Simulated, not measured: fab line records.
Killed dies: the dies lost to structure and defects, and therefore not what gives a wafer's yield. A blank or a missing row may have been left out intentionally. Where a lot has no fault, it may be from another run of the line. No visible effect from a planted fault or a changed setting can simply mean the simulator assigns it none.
Lot-split experiment || flow rit-cmos || 23 wafers read from 5 lots, route of 202 steps

## THE SPLIT
At RIT_SILICIDE_SPUTTER_01 (material Ti, target thk 30 nm, time 240 s), the setting power-w was moved away from the recipe's 350 W on 8 of the 23 wafers read, by -8.1% to +10.3%. This setting was run at the recipe's value on the other wafers.

## FROM THE SPLIT ON TO THE READING: in between, the file shows 1 step
- RIT_SILICIDE_RS_MEAS_02: measures by four-point-probe

## THE READING
SILICIDE_TI_THK, in nm, at RIT_SILICIDE_THK_MEAS_03 (measures by xrf). Typical for fault-free wafers on this fab line: 29.6 nm, with standard deviation 0.48 nm.

{"wafer": "L074.2", "tool, chamber at the split": "pvd-sputter-04, -", "power-w as run, W": 350, "against the recipe": "recipe", "SILICIDE_TI_THK, nm": 29.2, "against lot-mates on the recipe": "-"}
{"wafer": "L074.3", "tool, chamber at the split": "pvd-sputter-04, -", "power-w as run, W": 350, "against the recipe": "recipe", "SILICIDE_TI_THK, nm": 28.9, "against lot-mates on the recipe": "-"}
{"wafer": "L074.4", "tool, chamber at the split": "pvd-sputter-04, -", "power-w as run, W": 321.7, "against the recipe": "-8.1%", "SILICIDE_TI_THK, nm": 26.9, "against lot-mates on the recipe": -2.3}
{"wafer": "L074.5", "tool, chamber at the split": "pvd-sputter-04, -", "power-w as run, W": 350, "against the recipe": "recipe", "SILICIDE_TI_THK, nm": 29.5, "against lot-mates on the recipe": "-"}
{"wafer": "L074.6", "tool, chamber at the split": "pvd-sputter-04, -", "power-w as run, W": 321.7, "against the recipe": "-8.1%", "SILICIDE_TI_THK, nm": 26.7, "against lot-mates on the recipe": -2.5}
{"wafer": "L077.3", "tool, chamber at the split": "pvd-sputter-01, -", "power-w as run, W": 350, "against the recipe": "recipe", "SILICIDE_TI_THK, nm": 29.4, "against lot-mates on the recipe": "-"}
{"wafer": "L077.4", "tool, chamber at the split": "pvd-sputter-01, -", "power-w as run, W": 350, "against the recipe": "recipe", "SILICIDE_TI_THK, nm": 29.4, "against lot-mates on the recipe": "-"}
{"wafer": "L077.5", "tool, chamber at the split": "pvd-sputter-01, -", "power-w as run, W": 350, "against the recipe": "recipe", "SILICIDE_TI_THK, nm": 29.3, "against lot-mates on the recipe": "-"}
{"wafer": "L078.1", "tool, chamber at the split": "pvd-sputter-04, -", "power-w as run, W": 350, "against the recipe": "recipe", "SILICIDE_TI_THK, nm": 29.7, "against lot-mates on the recipe": "-"}
{"wafer": "L078.2", "tool, chamber at the split": "pvd-sputter-04, -", "power-w as run, W": 350, "against the recipe": "recipe", "SILICIDE_TI_THK, nm": 30.0, "against lot-mates on the recipe": "-"}
{"wafer": "L078.3", "tool, chamber at the split": "pvd-sputter-04, -", "power-w as run, W": 350, "against the recipe": "recipe", "SILICIDE_TI_THK, nm": 30.1, "against lot-mates on the recipe": "-"}
{"wafer": "L078.5", "tool, chamber at the split": "pvd-sputter-04, -", "power-w as run, W": 350, "against the recipe": "recipe", "SILICIDE_TI_THK, nm": 30.2, "against lot-mates on the recipe": "-"}
{"wafer": "L078.6", "tool, chamber at the split": "pvd-sputter-04, -", "power-w as run, W": 350, "against the recipe": "recipe", "SILICIDE_TI_THK, nm": 29.8, "against lot-mates on the recipe": "-"}
{"wafer": "L081.1", "tool, chamber at the split": "pvd-sputter-01, -", "power-w as run, W": 386, "against the recipe": "+10.3%", "SILICIDE_TI_THK, nm": 31.8, "against lot-mates on the recipe": "+2.9"}
{"wafer": "L081.3", "tool, chamber at the split": "pvd-sputter-01, -", "power-w as run, W": 386, "against the recipe": "+10.3%", "SILICIDE_TI_THK, nm": 32.2, "against lot-mates on the recipe": "+3.3"}
{"wafer": "L081.4", "tool, chamber at the split": "pvd-sputter-01, -", "power-w as run, W": 350, "against the recipe": "recipe", "SILICIDE_TI_THK, nm": 28.7, "against lot-mates on the recipe": "-"}
{"wafer": "L081.5", "tool, chamber at the split": "pvd-sputter-01, -", "power-w as run, W": 350, "against the recipe": "recipe", "SILICIDE_TI_THK, nm": 29.2, "against lot-mates on the recipe": "-"}
{"wafer": "L081.6", "tool, chamber at the split": "pvd-sputter-01, -", "power-w as run, W": 386, "against the recipe": "+10.3%", "SILICIDE_TI_THK, nm": 31.9, "against lot-mates on the recipe": "+2.9"}
{"wafer": "L084.1", "tool, chamber at the split": "pvd-sputter-04, -", "power-w as run, W": 324.9, "against the recipe": "-7.2%", "SILICIDE_TI_THK, nm": 27.6, "against lot-mates on the recipe": -2.8}
{"wafer": "L084.2", "tool, chamber at the split": "pvd-sputter-04, -", "power-w as run, W": 324.9, "against the recipe": "-7.2%", "SILICIDE_TI_THK, nm": 28.3, "against lot-mates on the recipe": -2.1}
{"wafer": "L084.3", "tool, chamber at the split": "pvd-sputter-04, -", "power-w as run, W": 350, "against the recipe": "recipe", "SILICIDE_TI_THK, nm": 30.7, "against lot-mates on the recipe": "-"}
{"wafer": "L084.4", "tool, chamber at the split": "pvd-sputter-04, -", "power-w as run, W": 350, "against the recipe": "recipe", "SILICIDE_TI_THK, nm": 30.0, "against lot-mates on the recipe": "-"}
{"wafer": "L084.6", "tool, chamber at the split": "pvd-sputter-04, -", "power-w as run, W": 324.9, "against the recipe": "-7.2%", "SILICIDE_TI_THK, nm": 28.3, "against lot-mates on the recipe": -2.1}

FIT RESULTS
A straight line over all 23 wafers: SILICIDE_TI_THK changes by +0.251 nm for each +1% of power-w; r = +0.93; the points scatter about the line by 0.53 nm.
The same after taking each lot's own level away (the mean of its wafers on the recipe; 23 wafers): +0.3 nm for each +1%; r = +0.99; scatter 0.24 nm.
Per that fit: largest power-w move, reading shift of 3.1 nm.
The span of the lots' own levels, 28.95 to 30.35 nm, comes to 2.9 times the standard deviation stated above.
Thus the slope moves with the lot-to-lot level: the two fits are different.
Check: +3.13 nm against its lot-mates is what the line predicts for one of the wafers moved furthest among these (+10.3%) when that wafer is left out of the fit. It came out at +2.85 nm against them.

## THESE WAFERS: OTHER SPLITS
Other splits were also applied to these wafers ahead of the reading. Each is held against what the fit with the lots' levels taken away leaves over:
{"other split on the same wafers": "RIT_PLDD_IMPLANT_08 dose-cm2", "wafers away from the commonest value": 5, "r with SILICIDE_TI_THK (lot level and that fit taken away)": "+0.33"}
{"other split on the same wafers": "RIT_SPACER_CVD_03 nh3-flow-sccm", "wafers away from the commonest value": 5, "r with SILICIDE_TI_THK (lot level and that fit taken away)": "+0.05"}
{"other split on the same wafers": "RIT_NSD_COAT_01 spin-rpm", "wafers away from the commonest value": 10, "r with SILICIDE_TI_THK (lot level and that fit taken away)": -0.14}
{"other split on the same wafers": "RIT_NSD_IMPLANT_08 dose-cm2", "wafers away from the commonest value": 4, "r with SILICIDE_TI_THK (lot level and that fit taken away)": "+0.12"}
{"other split on the same wafers": "RIT_SDANNEAL_CLEAN_00 temp-c", "wafers away from the commonest value": 15, "r with SILICIDE_TI_THK (lot level and that fit taken away)": -0.02}

## THE WHOLE CHAIN: every reading that the file lists as answering this split, in the file's order
{"step": "RIT_SILICIDE_SPUTTER_01", "what it does": "material Ti, target thk 30 nm, time 240 s", "reading": "Ti_of_SILICIDE_SPUTTER_01.thk-nm (the simulator's own value, which no gauge read)", "change (the file's fit)": "+0.302 nm for each +1% of the setting", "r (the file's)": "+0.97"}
{"step": "RIT_SILICIDE_RS_MEAS_02", "what it does": "measures by four-point-probe", "reading": "SILICIDE_TI_RS", "change (the file's fit)": "-0.616 for each +1% of the setting", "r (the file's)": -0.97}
{"step": "RIT_SILICIDE_THK_MEAS_03", "what it does": "measures by xrf", "reading": "SILICIDE_TI_THK", "change (the file's fit)": "+0.303 for each +1% of the setting", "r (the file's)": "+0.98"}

## THE FILE'S OWN FIT
SILICIDE_TI_THK changes by +0.303 nm for each +1% of power-w, r = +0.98.
